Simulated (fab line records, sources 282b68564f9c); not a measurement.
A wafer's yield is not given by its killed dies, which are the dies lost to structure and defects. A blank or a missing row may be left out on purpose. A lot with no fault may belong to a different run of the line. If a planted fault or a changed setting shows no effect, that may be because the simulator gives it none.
A lot that was struck, set against a sound lot || flow ritCmos || 20 steps out of a route of 202
Sound: these wafers, L701.3, L701.4, L701.6. Wafers struck: L711.1, L711.4, L711.6. Last of all comes the cause.
Per side, at each step with rows, come the tool, then ch with its chambers, and then its first start. Under that, the readings that differ: sound wafers || struck wafers || difference of the means || sigmas: that difference in standard deviations of wafers without a fault.
alike: words and numbers the same on both sides, and readings whose means are apart by under 2 such deviations; not compared: readings that were withheld, readings missing a value for some wafer, numbers with overlapping values and no deviation given by the record, and bounds like >300 which may hide the same value.
A row with sigmas, a row that says differs or no value, or rows on one side alone: a step with any of these is where the two part. Numbers that have no deviation but don't overlap get no sigmas and don't part them. A reading missing from all wafers of one side parts the sides only when that side holds two or more wafers.

first, 4 steps without rows for these wafers: RIT_ACTIVE_SOFTBAKE_07 (time 60 s); RIT_ACTIVE_EXPOSE_08 (exposes mask M1, target cd 1400 nm); RIT_ACTIVE_PEB_09; RIT_ACTIVE_DEVELOP_10 (develop time 49.27 s).
RIT_ACTIVE_CD_MEAS_11: the cd target is 1400 nm.
  sound on cdSem-02 at day 1 21:52; struck on cdSem-01 at day 3 21:26
  alike: cdNm
then, 1 step without rows for these wafers: RIT_ACTIVE_HARDBAKE_12 (time 60 s).
RIT_ACTIVE_ETCH_13: etches Si3N4 in SF6, stops on SiO2, time 210 s, target depth 210 nm.
  sound on rieDiel-01 ch 1,3, day 1 22:05; struck on rieDiel-01 ch 0,2, day 3 21:43
  alike: drypumpMotorCurrentA, oesProductAu, throttleValvePct
  not compared: rfHoursCounterH
RIT_ACTIVE_STRIP_14: strips in O2, time 180 s.
  sound on plasmaAsher-04 ch 0,1, day 1 22:17; struck on plasmaAsher-01 ch 0,1, day 3 21:50
  alike: drypumpMotorCurrentA, o2FlowSccm
  not compared: rfHoursCounterH
RIT_ACTIVE_CD_MEAS_90: the cd target is 1400 nm.
  sound on cdSem-01 at day 1 22:26; struck on cdSem-02 at day 3 22:01
  alike: cdNm
then, 3 steps without rows for these wafers: RIT_ACTIVE_CLEAN_15 (cleans in SC1, time 600 s); RIT_ACTIVE_CLEAN_16 (cleans in dHF, time 30 s); RIT_ACTIVE_CLEAN_17 (cleans in SC2, time 600 s).
RIT_FOX1_OXIDATION_00: target thk 350.7 nm, ox time 1130 s.
  sound on furnace-04 ch 0, day 1 22:53; struck on furnace-01 ch 0, day 3 23:59
{"reading": "spikeTcLoadC (C)", "sound": "1131.6 1130.3 1131.4", "struck": "1124.3 1124.1 1126.9", "difference": -6.0, "sigmas": -2}
  alike: zonePowerSourcePct
RIT_FOX1_THK_MEAS_01:
  sound on filmMetro-03 at day 2 00:13; struck on filmMetro-04 at day 4 01:18
{"reading": "FOX1_OXIDE_THK (nm)", "sound": "344 344 351", "struck": "521 522 509", "difference": "+171", "sigmas": "+29"}
RIT_FOX1_WET_ETCH_02: etches SiO2 in BOE, target depth 350 nm, time 390 s.
  sound on wetBench-01 ch 1, day 2 00:16; struck on wetBench-01 ch 2, day 4 01:22
  alike: tempC
  not compared: model.Si3N4_of_ACTIVE_CVD_03.thkNm
then, 1 step without rows for these wafers: RIT_FOX2_OXIDATION_00 (target thk 350.7 nm, ox time 1130 s).
RIT_FOX2_THK_MEAS_01:
  sound on filmMetro-01 at day 2 01:43; struck on filmMetro-02 at day 4 03:02
{"reading": "FOX2_OXIDE_THK (nm)", "sound": "349 353 349", "struck": "337 336 331", "difference": -16, "sigmas": -2}
RIT_FOX2_CLEAN_02: cleans in dHF, time 180 s.
  sound on wetBench-01 ch 2, day 2 01:45; struck on wetBench-01 ch 2, day 4 03:05
  not compared: model.Si3N4_of_ACTIVE_CVD_03.thkNm
then, 2 steps without rows for these wafers: RIT_FOX2_WET_ETCH_03 (etches Si3N4 in H3PO4, target depth 195 nm, time 2700 s); RIT_M1_PROBE_99.

WHERE THEY PART
Earliest at RIT_FOX1_OXIDATION_00; latest, in this record, at RIT_FOX2_THK_MEAS_01.

WHY: the cause the simulator had injected
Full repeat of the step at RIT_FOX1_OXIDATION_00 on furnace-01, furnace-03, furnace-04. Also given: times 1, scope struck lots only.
